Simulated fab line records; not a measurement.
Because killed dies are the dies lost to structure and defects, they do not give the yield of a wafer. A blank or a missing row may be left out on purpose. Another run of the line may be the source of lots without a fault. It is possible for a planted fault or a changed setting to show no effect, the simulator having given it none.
fab line records | flow berkeley-cmos170 | part 2 of 2: steps 28 to 36 of 36
record lots=5 | wafers=15 | last-day=14
route steps=331 shown PFIELD@88 FIELD@89 SACOX@97 SCREENOX@100 NVT@104 PVT@115
lots with no fault: from the same line, run without faults
start-h: start of the lot's first displayed wafer, in hours after the record's first day | wait-h: hours elapsed since this lot's preceding step | " as in the row above | L1.1+2: a row that stands for several wafers | - no value present, or no start provided | * or withheld: withheld | < > ~ a bound
route shown NAME@n: names a module that has steps shown in the file, with the first one's number in the route | usual: mean and standard deviation over wafers with no fault | same: alike in all rows | chamber/n: place in a boat | sites: the reading at each site | _std_site: standard deviation across them | _edge_site: outer sites' mean less inner sites' | radius-mm: for every site, how far away it sits from the centre of the wafer | mask NAME#n: copy n | behind: the last tool/chamber to shape the wafer | hold: what put the lot on hold/how long, in hours/how the hold closed | device: whichever transistor did not switch (one of n, p or np) | end of line: at the end of the route, the tests of the same wafers | step lacking rows: just its recipe | killed: dies that structure and defects cost at the first sort, which is not the same as the wafer's yield | map: the dies of a wafer, with x for killed, . for not killed, _ for no die there
set.NAME: the setting that was run; set.NAME@STEP: the one run at that earlier step | model.NAME: the simulator's own value behind a step, which no gauge read
a table for each step, a row for each wafer; lots at some steps of the route
services: the hour from which a tool's chamber was out of use, counted from the record's first day as start-h (under 0 if before that day), plus the number of hours and why
## steps
# step UCB170_PVT_HMDS_00
# recipe prime-time-s=60 | prime-temp-c=100
# usual chill-plate-temp-C=23.02/0.1 | resist-line-temp-C=23.02/0.11
lot.wafer | tool           | chamber | start-h | wait-h | chill-plate-temp-C | resist-line-temp-C
L076.2    | litho-track-02 | 0       | 140.96  | 0.0    | 23.12              | 23.16
L076.3    | "              | 0       | "       | "      | 22.96              | 23.09
L076.6    | "              | 0       | "       | "      | 22.99              | 23.13
L086.1    | litho-track-03 | 0       | 180.90  | 0.6    | 22.90              | 23.08
L086.2    | "              | 0       | "       | "      | 22.91              | 23.08
L086.4    | "              | 0       | "       | "      | 22.99              | 23.12
L084.2    | litho-track-02 | 0       | 181.37  | 0.5    | 22.98              | 23.13
L084.3    | "              | 0       | "       | "      | 23.20              | 22.97
L084.6    | "              | 0       | "       | "      | 22.86              | 23.11
L097.1    | litho-track-03 | 0       | 256.71  | 0.0    | 22.79              | 23.04
L097.4    | "              | 0       | "       | "      | 23.16              | 23.05
L097.5    | "              | 0       | "       | "      | 22.96              | 22.86
L096.4    | litho-track-02 | 0       | 256.98  | 0.3    | 23.03              | 23.05
L096.5    | "              | 0       | "       | "      | 23.10              | 22.96
L096.6    | "              | 0       | "       | "      | 23.04              | 23.19
# step UCB170_PVT_COAT_01
# recipe resist=KrF | spin-rpm=1500 | resist-thk-nm=900
# usual chill-plate-temp-C=22.99/0.11 | resist-line-temp-C=22.98/0.096
lot.wafer | tool           | chamber | start-h | wait-h | chill-plate-temp-C | resist-line-temp-C
L076.2    | litho-track-02 | 0       | 141.11  | 0.1    | 22.79              | 23.03
L076.3    | "              | 0       | "       | "      | 23.00              | 23.10
L076.6    | "              | 0       | "       | "      | 22.85              | 22.89
L086.1    | litho-track-03 | 0       | 181.05  | 0.1    | 23.07              | 22.83
L086.2    | "              | 0       | "       | "      | 23.00              | 23.04
L086.4    | "              | 0       | "       | "      | 22.99              | 23.07
L084.2    | litho-track-02 | 0       | 181.52  | 0.1    | 23.07              | 22.85
L084.3    | "              | 0       | "       | "      | 23.18              | 22.88
L084.6    | "              | 0       | "       | "      | 23.02              | 22.94
L097.1    | litho-track-03 | 0       | 256.86  | 0.1    | 22.86              | 22.98
L097.4    | "              | 0       | "       | "      | 23.18              | 22.91
L097.5    | "              | 0       | "       | "      | 23.00              | 22.82
L096.4    | litho-track-02 | 0       | 257.13  | 0.1    | 23.09              | 22.93
L096.5    | "              | 0       | "       | "      | 22.80              | 22.86
L096.6    | "              | 0       | "       | "      | 22.84              | 22.97
# step UCB170_PVT_SOFTBAKE_02
# recipe resist=KrF | temp-c=130 | time-s=60
# usual chill-plate-temp-C=23.00/0.093 | resist-line-temp-C=22.97/0.11
lot.wafer | tool           | chamber | start-h | wait-h | chill-plate-temp-C | resist-line-temp-C
L076.2    | litho-track-02 | 0       | 141.26  | 0.1    | 22.97              | 22.79
L076.3    | "              | 0       | "       | "      | 23.04              | 22.76
L076.6    | "              | 0       | "       | "      | 23.03              | 22.85
L086.1    | litho-track-03 | 0       | 181.20  | 0.1    | 23.05              | 22.92
L086.2    | "              | 0       | "       | "      | 22.93              | 23.05
L086.4    | "              | 0       | "       | "      | 23.19              | 23.03
L084.2    | litho-track-02 | 0       | 181.67  | 0.1    | 23.01              | 23.03
L084.3    | "              | 0       | "       | "      | 23.07              | 23.03
L084.6    | "              | 0       | "       | "      | 23.00              | 23.08
L097.1    | litho-track-03 | 0       | 257.01  | 0.1    | 22.83              | 22.88
L097.4    | "              | 0       | "       | "      | 23.03              | 22.84
L097.5    | "              | 0       | "       | "      | 22.93              | 22.78
L096.4    | litho-track-02 | 0       | 257.28  | 0.1    | 22.96              | 22.86
L096.5    | "              | 0       | "       | "      | 23.02              | 22.93
L096.6    | "              | 0       | "       | "      | 23.01              | 22.81
# step UCB170_PVT_EXPOSE_03
# recipe mask-id=NWELL | target-cd-nm=3000 | na=0.5 | sigma-outer=0.6 | source-shape=conventional | dose-mj=30
lot.wafer  | tool           | chamber | start-h | wait-h | mask
L076.2+3+6 | krf-scanner-01 | 0       | 141.70  | 0.4    | NWELL#0
L086.1+2+4 | krf-scanner-02 | 0       | 181.35  | 0.1    | NWELL#0
L084.2+3+6 | krf-scanner-01 | 0       | 181.94  | 0.2    | NWELL#0
L097.1+4+5 | krf-scanner-02 | 0       | 257.29  | 0.2    | NWELL#0
L096.4+5+6 | krf-scanner-01 | 0       | 257.65  | 0.3    | NWELL#0
# step UCB170_PVT_PEB_04
# recipe peb-temp-c=130 | peb-time-s=withheld | resist=KrF
# usual chill-plate-temp-C=22.99/0.12 | resist-line-temp-C=23.01/0.093
lot.wafer | tool           | chamber | start-h | wait-h | chill-plate-temp-C | resist-line-temp-C
L076.2    | litho-track-04 | 0       | 141.82  | 0.1    | 23.01              | 23.02
L076.3    | "              | 0       | "       | "      | 23.07              | 23.12
L076.6    | "              | 0       | "       | "      | 22.94              | 23.00
L086.1    | litho-track-04 | 0       | 182.18  | 0.8    | 23.05              | 23.02
L086.2    | "              | 0       | "       | "      | 22.99              | 23.12
L086.4    | "              | 0       | "       | "      | 22.91              | 23.13
L084.2    | litho-track-03 | 0       | 182.27  | 0.3    | 22.95              | 23.09
L084.3    | "              | 0       | "       | "      | 22.99              | 22.99
L084.6    | "              | 0       | "       | "      | 22.96              | 23.09
L097.1    | litho-track-03 | 0       | 257.61  | 0.3    | 23.21              | 23.00
L097.4    | "              | 0       | "       | "      | 23.27              | 23.20
L097.5    | "              | 0       | "       | "      | 23.06              | 23.05
L096.4    | litho-track-03 | 0       | 257.96  | 0.3    | 23.08              | 23.09
L096.5    | "              | 0       | "       | "      | 23.07              | 23.01
L096.6    | "              | 0       | "       | "      | 22.96              | 22.74
# step UCB170_PVT_DEVELOP_05
# recipe developer=TMAH | develop-time-s=45 | resist=KrF | dev-temp-c=21
# usual chill-plate-temp-C=23.00/0.1 | resist-line-temp-C=22.99/0.1
lot.wafer | tool           | chamber | start-h | wait-h | chill-plate-temp-C | resist-line-temp-C
L076.2    | litho-track-04 | 0       | -       | -      | 23.00              | 22.96
L076.3    | "              | 0       | "       | "      | 23.08              | 23.06
L076.6    | "              | 0       | "       | "      | 22.98              | 22.93
L086.1    | litho-track-04 | 0       | -       | -      | 22.99              | 23.15
L086.2    | "              | 0       | "       | "      | 22.97              | 22.93
L086.4    | "              | 0       | "       | "      | 23.00              | 22.95
L084.2    | litho-track-03 | 0       | -       | -      | 22.89              | 23.03
L084.3    | "              | 0       | "       | "      | 22.92              | 23.15
L084.6    | "              | 0       | "       | "      | 22.98              | 22.93
L097.1    | litho-track-03 | 0       | -       | -      | 22.96              | 22.99
L097.4    | "              | 0       | "       | "      | 23.04              | 22.83
L097.5    | "              | 0       | "       | "      | 22.99              | 22.83
L096.4    | litho-track-03 | 0       | -       | -      | 22.84              | 22.98
L096.5    | "              | 0       | "       | "      | 22.95              | 23.13
L096.6    | "              | 0       | "       | "      | 23.03              | 23.04
# step UCB170_PVT_OVL_MEAS_06
# usual PVT_OVL=-1/4.9
lot.wafer | tool       | chamber | start-h | wait-h | PVT_OVL[nm]
L076.2    | overlay-02 | -       | 142.07  | -      | 7
L076.3    | "          | -       | "       | "      | 9
L076.6    | "          | -       | "       | "      | 3
L086.1    | overlay-01 | -       | 182.46  | -      | 1
L086.2    | "          | -       | "       | "      | -3
L086.4    | "          | -       | "       | "      | -4
L084.2    | overlay-02 | -       | 182.53  | -      | -2
L084.3    | "          | -       | "       | "      | -1
L084.6    | "          | -       | "       | "      | -5
L097.1    | overlay-02 | -       | 257.89  | -      | 0
L097.4    | "          | -       | "       | "      | -3
L097.5    | "          | -       | "       | "      | -2
L096.4    | overlay-02 | -       | 258.18  | -      | 5
L096.5    | "          | -       | "       | "      | 14
L096.6    | "          | -       | "       | "      | 2
# step UCB170_PVT_IMPLANT_07
# recipe species=P | dose-cm2=2e+12 | energy-kev=30 | tilt-deg=7
lot.wafer  | tool         | chamber | start-h | wait-h
L076.2+3+6 | implanter-02 | 0       | 142.13  | 0.0
L086.1+2+4 | implanter-02 | 0       | 182.49  | 0.0
L084.2+3+6 | implanter-03 | 0       | 182.58  | 0.0
L097.1+4+5 | implanter-03 | 0       | 257.93  | 0.0
L096.4+5+6 | implanter-04 | 0       | 258.28  | 0.1
# step UCB170_PVT_STRIP_08
# recipe chemistry=O2 | power-w=400 | pressure-mtorr=3500 | platen-temp-c=withheld | o2-flow-sccm=400 | overash-fraction=0.5
# usual drypump-motor-current-A=5.8/0.48 | oes-product-au=0.734/0.0049 | strip-time-to-endpoint-s=21.59/0.062
# same overash-fraction=0.5
lot.wafer | tool            | chamber | start-h | wait-h | drypump-motor-current-A | oes-product-au | rf-hours-counter-h | strip-time-to-endpoint-s
L076.2    | plasma-asher-01 | 1       | 142.25  | 0.1    | 6.4                     | 0.733          | 41                 | 21.56
L076.3    | "               | 0       | "       | "      | 6.2                     | 0.728          | -                  | 21.57
L076.6    | "               | 0       | "       | "      | 6.2                     | 0.735          | -                  | 21.51
L086.1    | plasma-asher-03 | 1       | 182.64  | 0.1    | 5.7                     | 0.734          | 7                  | 21.53
L086.2    | "               | 0       | "       | "      | 5.0                     | 0.728          | 7                  | 21.44
L086.4    | "               | 1       | "       | "      | 5.7                     | 0.731          | -                  | 21.57
L084.2    | plasma-asher-02 | 0       | 182.71  | 0.1    | 6.3                     | 0.735          | 42                 | 21.62
L084.3    | "               | 1       | "       | "      | 5.8                     | 0.744          | -                  | 21.44
L084.6    | "               | 1       | "       | "      | 5.8                     | 0.735          | -                  | 21.53
L097.1    | plasma-asher-01 | 0       | 258.08  | 0.1    | 6.2                     | 0.728          | 53                 | 21.64
L097.4    | "               | 0       | "       | "      | 6.2                     | 0.736          | -                  | 21.66
L097.5    | "               | 1       | "       | "      | 6.4                     | 0.739          | -                  | 21.61
L096.4    | plasma-asher-03 | 1       | 258.38  | 0.1    | 5.7                     | 0.735          | -                  | 21.67
L096.5    | "               | 0       | "       | "      | 5.0                     | 0.740          | -                  | 21.66
L096.6    | "               | 1       | "       | "      | 5.7                     | 0.732          | -                  | 21.64
## services
tool            | chamber | start-h | hours | kind
furnace-04      | -       | 93.66   | 3.0   | pm
implanter-01    | -       | 97.87   | 6.1   | repair
furnace-01      | -       | 101.70  | 3.4   | pm
furnace-01      | -       | 105.15  | 2.6   | pm
krf-scanner-02  | -       | 110.17  | 0.2   | repair
krf-scanner-02  | -       | 111.40  | 1.3   | pm
implanter-02    | -       | 117.01  | 6.5   | repair
furnace-02      | -       | 127.31  | 3.2   | pm
wet-bench-02    | -       | 140.39  | 1.8   | repair
plasma-asher-01 | -       | 141.74  | 0.5   | repair
krf-scanner-02  | -       | 155.81  | 0.8   | pm
krf-scanner-02  | -       | 174.11  | 3.6   | pm
furnace-04      | -       | 176.95  | 3.3   | pm
krf-scanner-01  | -       | 182.79  | 0.8   | pm
krf-scanner-01  | -       | 188.62  | 1.0   | pm
furnace-04      | -       | 191.98  | 24.1  | pm
wet-bench-03    | -       | 207.06  | 20.4  | repair
krf-scanner-01  | -       | 211.06  | 1.3   | pm
krf-scanner-02  | -       | 212.36  | 1.0   | pm
krf-scanner-01  | -       | 233.65  | 0.5   | repair
krf-scanner-01  | -       | 242.63  | 0.8   | pm
furnace-04      | -       | 250.25  | 36.6  | pm
implanter-02    | -       | 254.77  | 4.1   | repair
plasma-asher-02 | -       | 256.94  | 2.7   | repair
